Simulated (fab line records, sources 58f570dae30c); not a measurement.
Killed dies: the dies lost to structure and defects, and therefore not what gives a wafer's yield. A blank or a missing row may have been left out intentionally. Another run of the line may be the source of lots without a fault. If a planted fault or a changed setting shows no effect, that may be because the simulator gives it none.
Split-lot experiment | flow berkeley_cmos170 | 23 wafers read across 5 lots, on a route 331 steps long

== ABOUT THE SPLIT ==
At UCB170_SACOX_OXIDATION_01 (target thk 14.4 nm, ox time 2400 s), the setting temp_c was moved away from the recipe's 900 C on 15 of the 23 wafers read, by -1.8% to +1.4%. All remaining wafers had this setting at the recipe value.

No step appears in the file between the split and the reading.

== THE READING ==
At UCB170_SACOX_THK_MEAS_02: SACOX_OXIDE_THK, given in nm. On this fab line, fault-free wafers typically give 14.34 nm with a standard deviation of 0.29 nm.

wafer  | tool, chamber at the split | temp_c as run, C | against the recipe | SACOX_OXIDE_THK, nm | against lot-mates on the recipe
L075.1 | -, -                       | 912.9            | +1.4%              | 15.95               | no lot-mate on the recipe
L075.2 | -, -                       | 912.9            | +1.4%              | 16.02               | no lot-mate on the recipe
L075.3 | -, -                       | 912.9            | +1.4%              | 15.97               | no lot-mate on the recipe
L075.4 | -, -                       | 912.9            | +1.4%              | 16.11               | no lot-mate on the recipe
L075.6 | -, -                       | 912.9            | +1.4%              | 15.85               | no lot-mate on the recipe
L078.3 | furnace-04, 0              | 900              | recipe             | 14.22               | -
L078.4 | furnace-04, 0              | 900              | recipe             | 14.10               | -
L078.6 | furnace-04, 0              | 900              | recipe             | 14.19               | -
L080.1 | -, -                       | 900              | recipe             | 14.07               | -
L080.2 | -, -                       | 900              | recipe             | 13.84               | -
L080.3 | -, -                       | 900              | recipe             | 13.69               | -
L080.5 | -, -                       | 900              | recipe             | 13.85               | -
L080.6 | -, -                       | 900              | recipe             | 14.12               | -
L081.1 | -, -                       | 906.9            | +0.8%              | 15.47               | no lot-mate on the recipe
L081.2 | -, -                       | 906.9            | +0.8%              | 15.35               | no lot-mate on the recipe
L081.3 | -, -                       | 906.9            | +0.8%              | 15.26               | no lot-mate on the recipe
L081.4 | -, -                       | 906.9            | +0.8%              | 15.44               | no lot-mate on the recipe
L081.6 | -, -                       | 906.9            | +0.8%              | 15.55               | no lot-mate on the recipe
L083.1 | -, -                       | 883.6            | -1.8%              | 11.72               | no lot-mate on the recipe
L083.2 | -, -                       | 883.6            | -1.8%              | 11.71               | no lot-mate on the recipe
L083.4 | -, -                       | 883.6            | -1.8%              | 12.03               | no lot-mate on the recipe
L083.5 | -, -                       | 883.6            | -1.8%              | 11.92               | no lot-mate on the recipe
L083.6 | -, -                       | 883.6            | -1.8%              | 11.71               | no lot-mate on the recipe

THE FIT
A straight line over all 23 wafers: SACOX_OXIDE_THK changes by +1.31 nm for each +1% of temp_c; r = +0.99; the points scatter about the line by 0.21 nm.
Too few moved wafers have a lot-mate on the recipe to fit a line with each lot's own level taken away.

== THE WHOLE CHAIN: every reading that the file lists as answering this split, in the file's order ==
step                      | what it does                       | reading                                                                            | change (the file's fit)              | r (the file's)
UCB170_SACOX_OXIDATION_01 | target thk 14.4 nm, ox time 2400 s | SiO2_of_SACOX_OXIDATION_01.thk_nm (the simulator's own value, which no gauge read) | +1.32 nm for each +1% of the setting | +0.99
UCB170_SACOX_THK_MEAS_02  |                                    | SACOX_OXIDE_THK                                                                    | +1.31 for each +1% of the setting    | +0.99

== THE FILE'S OWN FIT ==
SACOX_OXIDE_THK changes by +1.31 nm for each +1% of temp_c, r = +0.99.
